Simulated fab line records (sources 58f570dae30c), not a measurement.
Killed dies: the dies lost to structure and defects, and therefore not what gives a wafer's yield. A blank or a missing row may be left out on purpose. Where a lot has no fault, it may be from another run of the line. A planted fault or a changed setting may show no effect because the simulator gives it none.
Struck lot and sound lot, side by side || flow berkeley cmos170 || 20 steps out of a route of 331
Sound: the wafers L456.2, L456.4, L456.5. The struck wafers were L448.2, L448.3, L448.5. The cause comes at the end.
At each step with rows: each side's tool, then ch and its chambers, then its first start. Under that, the readings that differ: sound wafers || struck wafers || difference of the means || sigmas: that difference in standard deviations of wafers without a fault.
alike: a reading whose means differ by less than 2 such deviations, as well as words and numbers matching on both sides. not compared: withheld readings; readings where some wafer has no value; bounds like >300 that might hide an equal value; numbers whose values overlap and for which the record gives no deviation.
A row with sigmas, a row that says differs or no value, or rows on one side alone: a step with any of these is where the two part. Non-overlapping numbers with no deviation appear without sigmas and do not part them. A reading that every wafer of one side lacks parts them only if that side has two wafers or more.

first, 4 steps without rows for these wafers: UCB170_PLDD_SOFTBAKE_02 (time 60 s); UCB170_PLDD_EXPOSE_03 (exposes mask PSELECT, target cd 1200 nm); UCB170_PLDD_PEB_04; UCB170_PLDD_DEVELOP_05 (develop time 45 s).
UCB170_PLDD_CD_MEAS_06: target cd 1200 nm.
  sound on cd sem-02, day 11 10:19; struck on cd sem-02, day 9 22:51
  alike: cd nm
UCB170_PLDD_OVL_MEAS_07:
  sound on overlay-02, day 11 10:26; struck on overlay-02, day 9 22:58
  alike: PLDD_OVL
then, 2 steps without rows for these wafers: UCB170_PLDD_IMPLANT_08; UCB170_PLDD_IMPLANT_09.
UCB170_PLDD_STRIP_10: strips in O2.
  sound on plasma asher-03 ch 0, day 11 10:46; struck on plasma asher-02 ch 0,1, day 9 23:17
  alike: chamber pressure mTorr, drypump motor current A, o2 flow sccm, oes product au, strip time to endpoint s
  not compared: rf hours counter h
UCB170_PLDD_TW_MEAS_11:
  sound on film metro-03, day 11 10:52; struck on film metro-04, day 9 23:24
  alike: PLDD_TW
then, 2 steps without rows for these wafers: UCB170_PLDD_CLEAN_12 (cleans in SPM, time 600 s); UCB170_NLDD_HMDS_00 (prime time 60 s).
UCB170_NLDD_COAT_01: resist thk 900 nm.
  sound on litho track-04 ch 0, day 11 11:33; struck on litho track-04, day 9 23:49
  no value came back on the struck wafers for chill plate temp C (C), dispense pressure kPa (kPa); on the sound wafers chill plate temp C (C) reads 23.21 23.14 23.13
then, 4 steps without rows for these wafers: UCB170_NLDD_SOFTBAKE_02 (time 60 s); UCB170_NLDD_EXPOSE_03 (exposes mask NSELECT, target cd 1200 nm); UCB170_NLDD_PEB_04; UCB170_NLDD_DEVELOP_05 (develop time 45 s).
UCB170_NLDD_CD_MEAS_06: target cd 1200 nm.
  sound on cd sem-02, day 11 12:51; struck on cd sem-02, day 10 00:38
{"reading": "cd nm (nm)", "sound": "1199.1 1201.0 1200.9", "struck": "- - -", "difference": "no value on the struck wafers", "sigmas": ""}
UCB170_NLDD_OVL_MEAS_07:
  sound on overlay-01, day 11 12:57; struck on overlay-01, day 10 00:44
{"reading": "NLDD_OVL (nm)", "sound": "-8 -11 -7", "struck": "- - -", "difference": "no value on the struck wafers", "sigmas": ""}
UCB170_M3_PROBE_99:
  the record has rows for the struck wafers here (prober-01, day 11 10:12) and none for the sound ones

WHERE THEY PART
First at UCB170_NLDD_COAT_01; last, within this record, at UCB170_M3_PROBE_99.

WHY: what the simulator had put in
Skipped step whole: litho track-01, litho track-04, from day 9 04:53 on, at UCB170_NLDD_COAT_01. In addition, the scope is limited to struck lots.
